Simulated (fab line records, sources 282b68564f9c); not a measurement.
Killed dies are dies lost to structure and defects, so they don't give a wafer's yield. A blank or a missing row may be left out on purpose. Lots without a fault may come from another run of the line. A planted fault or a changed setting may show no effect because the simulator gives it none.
Which tool did it? | flow rit_cmos | 13 lots, 39 wafers sampled, at 4 steps of a route of 202

WHAT THE GAUGES READ, wafer by wafer
RIT_NRETRO_OVL_MEAS_06.
lot  | measured    | on         | NRETRO_OVL (nm)
L351 | day 2 06:31 | overlay-02 | -2.0 -3.7 -2.5
L352 | day 2 12:59 | overlay-01 | -1.0 0.1 0.7
L353 | day 2 18:19 | overlay-01 | -4.2 -4.0 -3.2
L354 | day 3 00:59 | overlay-01 | -3.3 -2.9 -0.9
L355 | day 3 07:25 | overlay-01 | -2.6 -1.8 -4.5
L356 | day 3 13:15 | overlay-02 | -1.4 -0.6 -2.9
L357 | day 3 16:44 | overlay-02 | -2.3 -1.3 -2.1
L358 | day 3 20:31 | overlay-01 | -0.1 0.3 -0.8
L364 | day 5 00:17 | overlay-01 | - - -
L371 | day 6 10:30 | overlay-01 | -0.9 0.9 -0.9
L372 | day 6 17:04 | overlay-02 | -2.0 -2.4 -4.0
L373 | day 6 22:01 | overlay-01 | -0.3 -0.7 -1.3
L374 | day 7 03:11 | overlay-01 | -0.4 1.2 0.1

RIT_NRETRO_TW_MEAS_10.
lot  | measured    | on            | NRETRO_TW
L351 | day 2 07:07 | film_metro-04 | 1048 1050 1047
L352 | day 2 13:36 | film_metro-02 | 1041 1042 1042
L353 | day 2 18:55 | film_metro-02 | 1039 1040 1035
L354 | day 3 01:40 | film_metro-03 | 1046 1045 1043
L355 | day 3 08:02 | film_metro-04 | 1047 1049 1049
L356 | day 3 13:52 | film_metro-04 | 1052 1050 1051
L357 | day 3 17:31 | film_metro-03 | 1045 1047 1047
L358 | day 3 21:08 | film_metro-04 | 1049 1053 1048
L364 | day 5 00:53 | film_metro-02 | 30 30 30
L371 | day 6 11:07 | film_metro-02 | 1052 1045 1047
L372 | day 6 17:47 | film_metro-02 | 1050 1047 1051
L373 | day 6 22:38 | film_metro-03 | 1051 1047 1044
L374 | day 7 03:48 | film_metro-02 | 1044 1042 1043

RIT_PRETRO_TW_MEAS_10.
lot  | measured    | on            | PRETRO_TW
L351 | day 2 08:48 | film_metro-01 | 485 480 483
L352 | day 2 15:22 | film_metro-04 | 474 474 476
L353 | day 2 20:36 | film_metro-03 | 473 475 475
L354 | day 3 03:13 | film_metro-04 | 475 476 474
L355 | day 3 09:43 | film_metro-03 | 472 470 472
L356 | day 3 15:29 | film_metro-03 | 471 471 471
L357 | day 3 19:11 | film_metro-04 | 476 473 473
L358 | day 3 22:48 | film_metro-03 | 472 475 471
L364 | day 5 02:26 | film_metro-03 | 1072 1069 1070
L371 | day 6 12:40 | film_metro-04 | 475 479 476
L372 | day 6 19:20 | film_metro-01 | 483 479 481
L373 | day 7 00:19 | film_metro-03 | 476 471 473
L374 | day 7 05:21 | film_metro-03 | 476 475 474

WHICH TOOL RAN EACH LOT (tool, then ch and the chambers of the sampled wafers, then the start)
lot  | RIT_NRETRO_EXPOSE_03
L351 | iline_stepper-02 ch 0, day 2 06:05
L352 | iline_stepper-01 ch 0, day 2 12:34
L353 | iline_stepper-02 ch 0, day 2 17:53
L354 | iline_stepper-02 ch 0, day 3 00:33
L355 | iline_stepper-02 ch 0, day 3 07:00
L356 | iline_stepper-02 ch 0, day 3 12:49
L357 | iline_stepper-01 ch 0, day 3 16:19
L358 | iline_stepper-01 ch 0, day 3 20:06
L364 | iline_stepper-02 ch 0, day 4 23:52
L371 | iline_stepper-01 ch 0, day 6 10:04
L372 | iline_stepper-02 ch 0, day 6 16:28
L373 | iline_stepper-01 ch 0, day 6 21:33
L374 | iline_stepper-01 ch 0, day 7 02:46
- RIT_NRETRO_EXPOSE_03: exposes mask M4, target cd 43900 nm.

WHAT THE TOOLS THEMSELVES READ (means of the sampled wafers that have a number; where no wafer has one, the mark that the record gives instead)
The record holds no such reading with a usual standard deviation.

THE ANSWER, worked out from the rows above alone
Rule: what is usual is taken from the lots themselves. Put in order of their means at a reading, lots are off if they are a third of the lots or fewer, leave a main group of 4 or more, and stand apart from it by a gap of 3 or more times the standard deviation of the main group's means; of several such gaps the widest counts. A main group whose means are all the same, to the digits that the tables above print for the reading, isn't used. A lot without any number at a reading at which 4 lots or more have one is off too. The other lots that the step has rows for count as sound. The gauges are gone through in route order, then the tools' own readings, and for those a lot's mean is taken as printed above. The first step at which some lot is off is used, and at that step the reading that is off furthest; a lot without a number counts as furthest.
Off: L364, at RIT_NRETRO_OVL_MEAS_06 (NRETRO_OVL). Without a number there: L364. The main group: mean -1.6 nm, standard deviation 1.3.
A tool fits if, at a process step before that reading, it ran every lot that is off, and no sound lot after the first of them. The gauges at RIT_NRETRO_OVL_MEAS_06 aren't tried: what is off there is off at RIT_NRETRO_TW_MEAS_10 too, on other tools, and a gauge's error can't cause that. None of those tried fits.

WHAT THE SIMULATOR HAD PUT IN
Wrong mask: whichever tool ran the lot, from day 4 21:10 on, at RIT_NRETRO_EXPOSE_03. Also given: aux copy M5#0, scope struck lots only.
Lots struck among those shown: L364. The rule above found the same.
